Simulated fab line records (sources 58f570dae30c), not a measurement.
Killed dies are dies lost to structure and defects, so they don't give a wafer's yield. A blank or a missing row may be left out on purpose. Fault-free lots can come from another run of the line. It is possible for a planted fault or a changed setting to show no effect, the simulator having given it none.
Chamber matching -- flow berkeley-cmos170 -- cmp-02 running UCB170_V2_CMP_02: 4 sister chambers
The step polishes SiO2. 8 wafers are shown with their chamber, then 10 later ones without.

## WAFERS, EACH WITH ITS CHAMBER
wafer,chamber,motor-current-A (A)
L331.5,2,12.9
L335.5,0,14.3
L336.2,2,13.5
L336.5,0,14.2
L346.2,3,16.5
L346.6,1,16.0
L345.2,1,16.7
L345.5,3,15.9

## WAFERS WITH NO CHAMBER GIVEN
wafer,motor-current-A (A)
L345.6,13.9
L348.2,15.8
L348.3,14.2
L348.6,16.0
L347.1,14.2
L347.5,13.8
L347.6,16.2
L351.2,16.5
L351.5,17.1
L351.6,12.9

## EACH ONE'S CHAMBER
wafer,from the rows above,in truth
L345.6,can't be placed: 0 or 2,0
L348.2,can't be placed: 3 or 1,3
L348.3,0,0
L348.6,can't be placed: 3 or 1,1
L347.1,0,0
L347.5,can't be placed: 0 or 2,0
L347.6,can't be placed: 3 or 1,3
L351.2,can't be placed: 1 or 3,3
L351.5,can't be placed: 1 or 3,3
L351.6,2,2
Correctly placed: 3 of 10. Not placeable from these rows: 7 (in 7, the candidates include the true chamber). 0 placed wrongly.
How it was worked out, from the rows above alone: a wafer's distance from a chamber is the root of the sum, over the readings, of the square of ((its reading less the chamber's mean) divided by the reading's scatter). If the next closest chamber is less than 2 further off than the closest, the wafer can't be placed; otherwise it belongs to the closest. Each chamber's mean is taken over the wafers shown for it. How the scatter is found: for the shown wafers, subtract from each reading the mean of its chamber, square and add these, divide the total by (wafers less chambers), then take the root.
